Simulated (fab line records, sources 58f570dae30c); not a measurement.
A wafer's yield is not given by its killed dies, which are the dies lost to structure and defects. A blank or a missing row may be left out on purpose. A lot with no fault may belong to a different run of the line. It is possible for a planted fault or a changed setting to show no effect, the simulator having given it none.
Comparing a struck lot with a sound one :: flow berkeley_cmos170 :: 32 out of 331 route steps
Sound: wafers L292.3, L292.4, L292.5. Struck: wafer L302.5 (L302.2, L302.4, from the same lot, were not struck and are left out); the cause is given at the end.
Order at every step that has rows: each side's tool, ch and its chambers, its first start. Under that, the readings that differ: sound wafers :: struck wafers :: difference of the means :: sigmas: that difference in standard deviations of wafers without a fault.
alike: readings with means less than 2 such deviations apart, plus words and numbers identical on both sides. not compared: withheld readings, readings lacking a value on some wafer, bounds such as >300 that could conceal the same value, and numbers that have no deviation in the record and whose values overlap.
Wherever a step has rows on one side only, a row that says differs or no value, or a row with sigmas, the two part there. Non-overlapping numbers with no deviation appear without sigmas and do not part them. A reading missing from all wafers of one side parts the sides only when that side holds two or more wafers.

first, 6 steps without rows for these wafers: UCB170_V2_HMDS_06 (prime time 60 s); UCB170_V2_COAT_07 (resist thk 900 nm); UCB170_V2_SOFTBAKE_08 (time 60 s); UCB170_V2_EXPOSE_09 (exposes mask VIA2, target cd 700 nm); UCB170_V2_PEB_10; UCB170_V2_DEVELOP_11 (develop time 45 s).
UCB170_V2_CD_MEAS_12 targets a cd of 700 nm.
  sound on cd_sem-02, day 9 16:40; struck on cd_sem-01, day 12 18:42
  alike: cd_nm
UCB170_V2_OVL_MEAS_13:
  sound on overlay-01, day 9 16:45; struck on overlay-01, day 12 18:49
  alike: V2_OVL
UCB170_V2_ETCH_14: etches SiO2 in CHF3/CF4/Ar, stops on Al, target depth 1250 nm, time 291 s.
  sound on rie_diel-01 ch 2,3, day 9 16:47; struck on rie_diel-04 ch 3, day 12 18:50
reading: drypump_motor_current_A (A)
sound: 6.2 6.0 6.0
struck: 5.2
difference: -0.9
sigmas: -2
  alike: CHF3_flow_sccm, oes_product_au, throttle_valve_pct
  not compared: rf_hours_counter_h
UCB170_V2_STRIP_15: strips in O2.
  sound on plasma_asher-03 ch 0,1, day 9 16:59; struck on plasma_asher-03 ch 0, day 12 19:01
  alike: drypump_motor_current_A, oes_product_au, strip_time_to_endpoint_s
  not compared: rf_hours_counter_h
UCB170_V2_CD_MEAS_90 targets a cd of 700 nm.
  sound on cd_sem-02, day 9 17:05; struck on cd_sem-01, day 12 19:08
  alike: cd_nm
then, 1 step without rows for these wafers: UCB170_M3_PRE_CLEAN_00 (preclean etch time 60 s).
UCB170_M3_SPUTTER_01: material Al, target thk 900 nm, time 120 s.
  sound on pvd_sputter-02, day 9 17:14; struck on pvd_sputter-01, day 12 19:19
reading: model.Al_of_M3_SPUTTER_01.thk_nm (nm)
sound: 901.1 902.8 907.8
struck: 535.6
difference: -368.3
sigmas: 
  alike: chamber_pressure_pa, throttle_valve_pct
UCB170_M3_RS_MEAS_02: a four-point-probe measurement.
  sound on film_metro-02, day 9 17:22; struck on film_metro-02, day 12 19:25
reading: M3_AL_RS (ohm/sq)
sound: 0.0321 0.0320 0.0319
struck: 0.0545
difference: +0.0225
sigmas: +66
UCB170_M3_THK_MEAS_03: measures by xrf.
  sound on film_metro-02, day 9 17:28; struck on film_metro-02, day 12 19:31
reading: M3_AL_THK (nm)
sound: 897 907 907
struck: 531
difference: -373
sigmas: -37
then, 3 steps without rows for these wafers: UCB170_M3_HMDS_04 (prime time 60 s); UCB170_M3_COAT_05 (resist thk 900 nm); UCB170_M3_SOFTBAKE_06 (time 60 s).
UCB170_M3_STRIP_07: strips in O2.
  sound on plasma_asher-03 ch 0,1, day 9 17:59; struck on plasma_asher-02 ch 0, day 12 20:01
  alike: drypump_motor_current_A, oes_product_au, strip_time_to_endpoint_s
  not compared: rf_hours_counter_h
then, 7 steps without rows for these wafers: UCB170_M3_STRIP_08 (strips KrF in DMSO, time 600 s); UCB170_M3_COAT_09; UCB170_M3_COAT_10 (resist thk 900 nm); UCB170_M3_SOFTBAKE_11 (time 59.14 s); UCB170_M3_EXPOSE_12 (exposes mask METAL3, target cd 700 nm); UCB170_M3_PEB_13; UCB170_M3_DEVELOP_14 (develop time 45 s).
UCB170_M3_CD_MEAS_15 targets a cd of 700 nm.
  sound on cd_sem-02, day 9 19:07; struck on cd_sem-02, day 12 21:16
reading: cd_nm (nm)
sound: 702.0 702.0 703.8
struck: 698.2
difference: -4.4
sigmas: -3
UCB170_M3_OVL_MEAS_16:
  sound on overlay-02, day 9 19:12; struck on overlay-01, day 12 21:22
reading: M3_OVL (nm)
sound: 7 9 6
struck: -3
difference: -10
sigmas: -2
UCB170_M3_ETCH_17: etches BARC in N2/H2.
  sound on rie_diel-01 ch 0,3, day 9 19:14; struck on rie_diel-03 ch 3, day 12 21:24
reading: throttle_valve_pct (%)
sound: 13.32 13.03 13.33
struck: 13.64
difference: +0.41
sigmas: +3
  alike: drypump_motor_current_A, n2_flow_sccm, oes_product_au
UCB170_M3_METAL_ETCH_18: etches Al in Cl2/BCl3, stops on SiO2, target depth 1170 nm, time 195 s.
  sound on rie_metal-03 ch 0,1, day 9 19:20; struck on rie_metal-03 ch 1, day 12 21:26
reading: oes_product_au (a.u.)
sound: 0.834 0.856 0.846
struck: 0.667
difference: -0.178
sigmas: -12
  alike: drypump_motor_current_A, throttle_valve_pct
  not compared: rf_hours_counter_h
UCB170_M3_STRIP_19: strips in O2.
  sound on plasma_asher-04 ch 0,1, day 9 19:29; struck on plasma_asher-02 ch 0, day 12 21:38
reading: drypump_motor_current_A (A)
sound: 5.1 5.7 5.1
struck: 6.0
difference: +0.7
sigmas: +2
  alike: oes_product_au
  not compared: rf_hours_counter_h
UCB170_M3_PROBE_99:
  sound on prober-02, day 9 19:54; struck on prober-01, day 12 22:10
reading: model.etest.antenna_m3.vt_shift_v (V)
sound: -0.01215 -0.01136 -0.0152
struck: -0.02064
difference: -0.00774
sigmas: 

WHERE THEY PART
First at UCB170_V2_ETCH_14; last, within this record, at UCB170_M3_STRIP_19.

WHY: whatever the simulator had introduced
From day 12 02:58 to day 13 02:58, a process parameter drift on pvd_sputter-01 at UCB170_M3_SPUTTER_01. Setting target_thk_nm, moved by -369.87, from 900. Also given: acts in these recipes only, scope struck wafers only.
